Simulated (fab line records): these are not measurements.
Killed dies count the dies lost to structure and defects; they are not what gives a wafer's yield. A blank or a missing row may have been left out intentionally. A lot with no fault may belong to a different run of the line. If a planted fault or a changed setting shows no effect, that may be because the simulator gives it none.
Split-lot experiment || flow berkeley-cmos170 || 23 wafers read from 5 lots, route of 331 steps

== ON THE SPLIT ==
At UCB170_NLDD_COAT_01 (resist thk 900 nm), the setting spin-rpm was moved away from the recipe's 1500 rpm on 6 of the 23 wafers read, by +2.1% to +5.1%. The other wafers ran this setting at the recipe's value.

The split's own step is where the reading is taken.

== THE READING ==
KrF_of_NLDD_COAT_01.thk-nm (the simulator's own value, which no gauge read), in nm, at UCB170_NLDD_COAT_01 (resist thk 900 nm). The file gives no usual value for it. Average 900.7 nm, standard deviation 1.4 nm, over the 17 wafers here run with the recipe.

{"wafer": "L075.1", "tool, chamber at the split": "litho-track-03, 0", "spin-rpm as run, rpm": 1500, "against the recipe": "recipe", "KrF_of_NLDD_COAT_01.thk-nm, nm": 901.5, "against lot-mates on the recipe": "-"}
{"wafer": "L075.2", "tool, chamber at the split": "litho-track-03, 0", "spin-rpm as run, rpm": 1500, "against the recipe": "recipe", "KrF_of_NLDD_COAT_01.thk-nm, nm": 901.2, "against lot-mates on the recipe": "-"}
{"wafer": "L075.5", "tool, chamber at the split": "litho-track-03, 0", "spin-rpm as run, rpm": 1500, "against the recipe": "recipe", "KrF_of_NLDD_COAT_01.thk-nm, nm": 902.2, "against lot-mates on the recipe": "-"}
{"wafer": "L079.1", "tool, chamber at the split": "litho-track-01, 0", "spin-rpm as run, rpm": 1552, "against the recipe": "+3.5%", "KrF_of_NLDD_COAT_01.thk-nm, nm": 884.2, "against lot-mates on the recipe": -15.8}
{"wafer": "L079.3", "tool, chamber at the split": "litho-track-01, 0", "spin-rpm as run, rpm": 1500, "against the recipe": "recipe", "KrF_of_NLDD_COAT_01.thk-nm, nm": 900.7, "against lot-mates on the recipe": "-"}
{"wafer": "L079.4", "tool, chamber at the split": "litho-track-01, 0", "spin-rpm as run, rpm": 1500, "against the recipe": "recipe", "KrF_of_NLDD_COAT_01.thk-nm, nm": 899.2, "against lot-mates on the recipe": "-"}
{"wafer": "L079.5", "tool, chamber at the split": "litho-track-01, 0", "spin-rpm as run, rpm": 1500, "against the recipe": "recipe", "KrF_of_NLDD_COAT_01.thk-nm, nm": 900, "against lot-mates on the recipe": "-"}
{"wafer": "L079.6", "tool, chamber at the split": "litho-track-01, 0", "spin-rpm as run, rpm": 1552, "against the recipe": "+3.5%", "KrF_of_NLDD_COAT_01.thk-nm, nm": 885.8, "against lot-mates on the recipe": -14.2}
{"wafer": "L083.1", "tool, chamber at the split": "litho-track-03, 0", "spin-rpm as run, rpm": 1500, "against the recipe": "recipe", "KrF_of_NLDD_COAT_01.thk-nm, nm": 896.3, "against lot-mates on the recipe": "-"}
{"wafer": "L083.3", "tool, chamber at the split": "litho-track-03, 0", "spin-rpm as run, rpm": 1500, "against the recipe": "recipe", "KrF_of_NLDD_COAT_01.thk-nm, nm": 900.1, "against lot-mates on the recipe": "-"}
{"wafer": "L083.4", "tool, chamber at the split": "litho-track-03, 0", "spin-rpm as run, rpm": 1532, "against the recipe": "+2.1%", "KrF_of_NLDD_COAT_01.thk-nm, nm": 888.2, "against lot-mates on the recipe": -10.7}
{"wafer": "L083.5", "tool, chamber at the split": "litho-track-03, 0", "spin-rpm as run, rpm": 1532, "against the recipe": "+2.1%", "KrF_of_NLDD_COAT_01.thk-nm, nm": 888.8, "against lot-mates on the recipe": -10.1}
{"wafer": "L083.6", "tool, chamber at the split": "litho-track-03, 0", "spin-rpm as run, rpm": 1500, "against the recipe": "recipe", "KrF_of_NLDD_COAT_01.thk-nm, nm": 900.3, "against lot-mates on the recipe": "-"}
{"wafer": "L080.1", "tool, chamber at the split": "litho-track-03, 0", "spin-rpm as run, rpm": 1500, "against the recipe": "recipe", "KrF_of_NLDD_COAT_01.thk-nm, nm": 901.1, "against lot-mates on the recipe": "-"}
{"wafer": "L080.3", "tool, chamber at the split": "litho-track-03, 0", "spin-rpm as run, rpm": 1500, "against the recipe": "recipe", "KrF_of_NLDD_COAT_01.thk-nm, nm": 902.2, "against lot-mates on the recipe": "-"}
{"wafer": "L080.4", "tool, chamber at the split": "litho-track-03, 0", "spin-rpm as run, rpm": 1500, "against the recipe": "recipe", "KrF_of_NLDD_COAT_01.thk-nm, nm": 901.6, "against lot-mates on the recipe": "-"}
{"wafer": "L080.5", "tool, chamber at the split": "litho-track-03, 0", "spin-rpm as run, rpm": 1500, "against the recipe": "recipe", "KrF_of_NLDD_COAT_01.thk-nm, nm": 901.6, "against lot-mates on the recipe": "-"}
{"wafer": "L080.6", "tool, chamber at the split": "litho-track-03, 0", "spin-rpm as run, rpm": 1500, "against the recipe": "recipe", "KrF_of_NLDD_COAT_01.thk-nm, nm": 901.9, "against lot-mates on the recipe": "-"}
{"wafer": "L084.2", "tool, chamber at the split": "litho-track-01, 0", "spin-rpm as run, rpm": 1500, "against the recipe": "recipe", "KrF_of_NLDD_COAT_01.thk-nm, nm": 902.6, "against lot-mates on the recipe": "-"}
{"wafer": "L084.3", "tool, chamber at the split": "litho-track-01, 0", "spin-rpm as run, rpm": 1576, "against the recipe": "+5.1%", "KrF_of_NLDD_COAT_01.thk-nm, nm": 878.7, "against lot-mates on the recipe": -22.2}
{"wafer": "L084.4", "tool, chamber at the split": "litho-track-01, 0", "spin-rpm as run, rpm": 1576, "against the recipe": "+5.1%", "KrF_of_NLDD_COAT_01.thk-nm, nm": 876.3, "against lot-mates on the recipe": -24.6}
{"wafer": "L084.5", "tool, chamber at the split": "litho-track-01, 0", "spin-rpm as run, rpm": 1500, "against the recipe": "recipe", "KrF_of_NLDD_COAT_01.thk-nm, nm": 900, "against lot-mates on the recipe": "-"}
{"wafer": "L084.6", "tool, chamber at the split": "litho-track-01, 0", "spin-rpm as run, rpm": 1500, "against the recipe": "recipe", "KrF_of_NLDD_COAT_01.thk-nm, nm": 900.1, "against lot-mates on the recipe": "-"}

FIT RESULTS
A straight line over all 23 wafers: KrF_of_NLDD_COAT_01.thk-nm changes by -4.67 nm for each +1% of spin-rpm; r = -0.98; the points scatter about the line by 1.6 nm.
The same after taking each lot's own level away (the mean of its wafers on the recipe; 23 wafers): -4.56 nm for each +1%; r = -0.99; scatter 1.1 nm.
That fit puts the effect of the largest move of spin-rpm on the reading at 23 nm.
The lots' own levels span 898.90 to 901.68 nm, that is 1.9 times the standard deviation above.
The two slopes are in agreement: the lot-to-lot level therefore moves the slope only a little.
Check: with one of the wafers moved furthest among these (+5.1%) left out of the fit, the line predicts -23.5 nm for it against its lot-mates. It came out at -22.2 nm against them.

== THESE WAFERS: OTHER SPLITS ==
Before the reading, these wafers also passed through other splits. Each is held against what the fit with the lots' levels taken away leaves over:
{"other split on the same wafers": "UCB170_ZERO_COAT_01 resist-thk-nm", "wafers away from the commonest value": 10, "r with KrF_of_NLDD_COAT_01.thk-nm (lot level and that fit taken away)": -0.24}
{"other split on the same wafers": "UCB170_ZERO_ETCH_06 rf-w", "wafers away from the commonest value": 8, "r with KrF_of_NLDD_COAT_01.thk-nm (lot level and that fit taken away)": "+0.45"}
{"other split on the same wafers": "UCB170_NWELL_IMPLANT_14 energy-kev", "wafers away from the commonest value": 7, "r with KrF_of_NLDD_COAT_01.thk-nm (lot level and that fit taken away)": -0.01}
{"other split on the same wafers": "UCB170_WELLDRIVE_OXIDATION_01 ox-time-s", "wafers away from the commonest value": 15, "r with KrF_of_NLDD_COAT_01.thk-nm (lot level and that fit taken away)": -0.20}
{"other split on the same wafers": "UCB170_ACTIVE_COAT_08 resist-thk-nm", "wafers away from the commonest value": 8, "r with KrF_of_NLDD_COAT_01.thk-nm (lot level and that fit taken away)": "+0.14"}
{"other split on the same wafers": "UCB170_ACTIVE_DEVELOP_12 develop-time-s", "wafers away from the commonest value": 7, "r with KrF_of_NLDD_COAT_01.thk-nm (lot level and that fit taken away)": -0.38}
{"other split on the same wafers": "UCB170_GATE_CVD_04 time-s", "wafers away from the commonest value": 10, "r with KrF_of_NLDD_COAT_01.thk-nm (lot level and that fit taken away)": -0.04}

== THE WHOLE CHAIN: every reading that the file lists as answering this split, in the file's order ==
{"step": "UCB170_NLDD_COAT_01", "what it does": "resist thk 900 nm", "reading": "KrF_of_NLDD_COAT_01.thk-nm (the simulator's own value, which no gauge read)", "change (the file's fit)": "-4.56 nm for each +1% of the setting", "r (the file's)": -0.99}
{"step": "UCB170_NLDD_STRIP_10", "what it does": "strips in O2", "reading": "strip-time-to-endpoint-s", "change (the file's fit)": "withheld for each +1% of the setting", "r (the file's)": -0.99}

== FILE'S OWN FIT ==
KrF_of_NLDD_COAT_01.thk-nm changes by -4.56 nm for each +1% of spin-rpm, r = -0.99.
